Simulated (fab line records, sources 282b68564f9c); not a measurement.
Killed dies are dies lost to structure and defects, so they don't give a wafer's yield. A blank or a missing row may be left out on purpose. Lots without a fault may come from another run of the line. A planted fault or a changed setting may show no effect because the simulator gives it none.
One fault seen from 2 desks | flow rit_cmos | each desk has only its own numbers; what lay behind them comes last

THE TOOL OWNER'S DESK: furnace-04
The tool's own readings at RIT_ACTIVE_OXIDATION_01 (target thk 46.8 nm, ox time 3360 s): means of the sampled wafers that have a number, for each lot that ran on this tool. A lot is out of limits, marked OUT, if its mean lies more than 4 standard deviations from the usual mean; the brackets give that distance.
Columns: A = spike_tc_centre_C at RIT_ACTIVE_OXIDATION_01, usual 1002.3 C; B = spike_tc_load_C at RIT_ACTIVE_OXIDATION_01, usual 1026 C; C = tube_center_temp_C at RIT_ACTIVE_OXIDATION_01, usual 1000 C; D = tube_center_temp_C_max at RIT_ACTIVE_OXIDATION_01, usual 1002.6
lot  | first seen here | A                | B    | C                     | D
L492 | day 3 06:08     | 1001.0           | 1028 | 1000                  | 1002.4
L493 | day 3 18:20     | 1000.2           | 1028 | 1000                  | 1002.5
L494 | day 3 18:20     | 1000.4           | 1027 | 1000                  | 1002.4
L495 | day 3 18:20     | 1000.2           | 1026 | 1000                  | 1002.7
L501 | day 4 23:28     | 1002.0           | 1027 | 1000                  | 1002.5
L504 | day 5 14:40     | 988.7 (-8.0) OUT | 1014 | 988 (-99 or more) OUT | 990.9 (-29) OUT
L505 | day 5 19:24     | 988.5 (-8.1) OUT | 1015 | 988 (-99 or more) OUT | 990.9 (-28) OUT
This desk's finding: out of limits on L504, L505; first on L504, day 5 14:40 (spike_tc_centre_C at RIT_ACTIVE_OXIDATION_01). In limits: L492, L493, L494, L495, L501.

THE METROLOGY DESK
What the gauges read, lot by lot, whatever tool the lot ran on: means of the sampled wafers that have a number. A lot is out of limits, marked OUT, if its mean lies more than 4 standard deviations from the usual mean; the brackets give that distance.
Columns: A = ACTIVE_OXIDE_THK at RIT_ACTIVE_THK_MEAS_02, usual 46.6 nm
lot  | first seen here | A
L485 | day 1 17:04     | 46.8
L486 | day 2 00:19     | 46.7
L489 | day 2 14:12     | 47.0
L491 | day 3 01:08     | 45.8
L492 | day 3 08:04     | 45.7
L493 | day 3 20:16     | 45.6
L495 | day 3 20:16     | 46.5
L494 | day 3 20:17     | 46.1
L496 | day 4 05:14     | 46.8
L497 | day 4 05:15     | 46.3
L501 | day 5 01:23     | 48.6
L502 | day 5 11:23     | 46.3
L504 | day 5 16:36     | 41.6 (-5.7) OUT
L505 | day 5 21:20     | 40.5 (-7.0) OUT
This desk's finding: out of limits on L504, L505; first on L504, day 5 16:36 (ACTIVE_OXIDE_THK at RIT_ACTIVE_THK_MEAS_02). In limits: L485, L486, L489, L491, L492, L493, L495, L494, L496, L497, L501, L502.

PUT TOGETHER
The tool owner's desk could have raised an alarm at day 5 14:40, on L504, L505.
The metrology desk could have raised an alarm at day 5 16:36, on L504, L505.
Of the lots named, all ran RIT_ACTIVE_OXIDATION_01 on furnace-04.

WHAT THE SIMULATOR HAD PUT IN
Process parameter drift: furnace-04, from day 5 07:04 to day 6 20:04, at RIT_ACTIVE_OXIDATION_01. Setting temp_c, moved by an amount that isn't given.
Lots struck among those shown: L504, L505.
Hours from the fault's start to each desk's first reading out of limits: the tool owner's desk, 8; the metrology desk, 10.
